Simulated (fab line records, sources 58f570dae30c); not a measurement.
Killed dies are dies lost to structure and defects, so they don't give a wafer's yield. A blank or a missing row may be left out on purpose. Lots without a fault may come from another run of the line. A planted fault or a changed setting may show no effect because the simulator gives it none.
Which tool did it? | flow berkeley_cmos170 | 15 lots, 45 wafers sampled, at 4 steps of a route of 331

WHAT THE GAUGES READ, wafer by wafer
UCB170_NWELL_THK_MEAS_05.
lot  | measured    | on            | NWELL_NITRIDE_THK (nm)
L777 | day 2 11:14 | film_metro-01 | 222.4 223.8 223.2
L779 | day 2 21:05 | film_metro-03 | 224.0 222.8 222.3
L780 | day 3 05:23 | film_metro-01 | 224.5 222.9 224.7
L781 | day 3 05:23 | film_metro-04 | 224.3 225.1 222.6
L782 | day 3 21:11 | film_metro-03 | 224.3 224.6 225.9
L783 | day 3 21:12 | film_metro-04 | 228.5 227.3 227.4
L784 | day 4 05:17 | film_metro-03 | 225.4 224.2 223.2
L785 | day 4 08:18 | film_metro-04 | 226.5 226.6 226.5
L786 | day 4 08:19 | film_metro-01 | 222.6 221.2 222.3
L793 | day 5 20:01 | film_metro-04 | 226.1 224.9 227.3
L796 | day 6 08:11 | film_metro-03 | 225.7 226.8 225.5
L797 | day 6 19:04 | film_metro-04 | 223.5 224.7 224.3
L799 | day 6 19:04 | film_metro-03 | 225.7 225.3 226.5
L798 | day 6 19:09 | film_metro-04 | 224.9 226.7 223.9
L800 | day 7 09:22 | film_metro-03 | 225.2 225.0 226.9

UCB170_NWELL_TW_MEAS_16.
lot  | measured    | on            | NWELL_TW
L777 | day 2 12:46 | film_metro-03 | 1236 1239 1245
L779 | day 2 22:38 | film_metro-04 | 1247 1252 1248
L780 | day 3 06:50 | film_metro-04 | 1252 1260 1254
L781 | day 3 07:05 | film_metro-01 | 1230 1228 1234
L782 | day 3 22:29 | film_metro-03 | 1252 1242 1248
L783 | day 3 23:03 | film_metro-01 | 1533 1529 1538
L784 | day 4 07:25 | film_metro-03 | 1564 1564 1565
L785 | day 4 10:08 | film_metro-04 | 1584 1569 1573
L786 | day 4 10:04 | film_metro-04 | 1263 1259 1256
L793 | day 5 23:19 | film_metro-03 | 1241 1249 1247
L796 | day 6 10:12 | film_metro-04 | 1250 1253 1252
L797 | day 6 20:29 | film_metro-03 | 1254 1259 1256
L799 | day 6 20:37 | film_metro-04 | 1257 1260 1254
L798 | day 6 20:47 | film_metro-01 | 1231 1233 1235
L800 | day 7 11:20 | film_metro-01 | 1226 1232 1230

UCB170_ACTIVE_CD_MEAS_90: target cd 1200 nm.
lot  | measured    | on        | cd_nm (nm)
L777 | day 4 22:28 | cd_sem-02 | 1198.8 1200.6 1199.4
L779 | day 5 16:28 | cd_sem-01 | 1201.6 1200.8 1200.6
L780 | day 5 16:13 | cd_sem-02 | 1199.7 1200.5 1199.6
L781 | day 5 15:56 | cd_sem-02 | 1200.1 1199.6 1201.4
L782 | day 6 00:50 | cd_sem-01 | 1200.8 1200.2 1200.4
L783 | day 6 00:44 | cd_sem-02 | 1198.7 1199.0 1199.7
L784 | day 6 09:04 | cd_sem-02 | 1200.1 1200.6 1198.9
L785 | day 6 09:36 | cd_sem-02 | 1200.5 1200.6 1198.9
L786 | day 6 09:47 | cd_sem-01 | 1198.0 1198.1 1197.8
L793 | day 8 09:50 | cd_sem-02 | 1197.6 1199.6 1199.0
L796 | day 8 10:10 | cd_sem-01 | 1198.2 1198.5 1199.3
L797 | day 9 03:19 | cd_sem-02 | 1200.9 1201.6 1200.0
L799 | day 9 03:01 | cd_sem-02 | 1198.9 1198.8 1199.1
L798 | day 9 03:08 | cd_sem-01 | 1201.9 1203.1 1202.1
L800 | day 9 13:14 | cd_sem-02 | 1200.2 1199.3 1198.8

WHICH TOOL RAN EACH LOT (tool, then ch and the chambers of the sampled wafers, then the start)
lot  | UCB170_NWELL_IMPLANT_14
L777 | implanter-02 ch 0, day 2 12:31
L779 | implanter-02 ch 0, day 2 22:23
L780 | implanter-04 ch 0, day 3 06:35
L781 | implanter-01 ch 0, day 3 06:50
L782 | implanter-02 ch 0, day 3 22:14
L783 | implanter-04 ch 0, day 3 22:31
L784 | implanter-01 ch 0, day 4 06:50 and implanter-02 ch 0, day 4 07:10
L785 | implanter-04 ch 0, day 4 09:34
L786 | implanter-02 ch 0, day 4 09:50
L793 | implanter-02 ch 0, day 5 23:04
L796 | implanter-04 ch 0, day 6 09:59
L797 | implanter-02 ch 0, day 6 20:14
L799 | implanter-04 ch 0, day 6 20:22
L798 | implanter-02 ch 0, day 6 20:34
L800 | implanter-04 ch 0, day 7 11:07
- UCB170_NWELL_IMPLANT_14

WHAT THE TOOLS THEMSELVES READ (means of the sampled wafers that have a number; where no wafer has one, the mark that the record gives instead)
The record holds no such reading with a usual standard deviation.

THE ANSWER, worked out from the rows above alone
Rule: what is usual is taken from the lots themselves. Put in order of their means at a reading, lots are off if they are a third of the lots or fewer, leave a main group of 4 or more, and stand apart from it by a gap of 3 or more times the standard deviation of the main group's means; of several such gaps the widest counts. A main group whose means are all the same, to the digits that the tables above print for the reading, isn't used. A lot without any number at a reading at which 4 lots or more have one is off too. The other lots that the step has rows for count as sound. The gauges are gone through in route order, then the tools' own readings, and for those a lot's mean is taken as printed above. The first step at which some lot is off is used, and at that step the reading that is off furthest; a lot without a number counts as furthest.
Off: L783, L784, L785, at UCB170_NWELL_TW_MEAS_16 (NWELL_TW). The main group: mean 1246, standard deviation 10.
A tool fits if, at a process step before that reading, it ran every lot that is off, and no sound lot after the first of them. The gauges at UCB170_NWELL_TW_MEAS_16 are tried like those tools. None of those tried fits.

WHAT THE SIMULATOR HAD PUT IN
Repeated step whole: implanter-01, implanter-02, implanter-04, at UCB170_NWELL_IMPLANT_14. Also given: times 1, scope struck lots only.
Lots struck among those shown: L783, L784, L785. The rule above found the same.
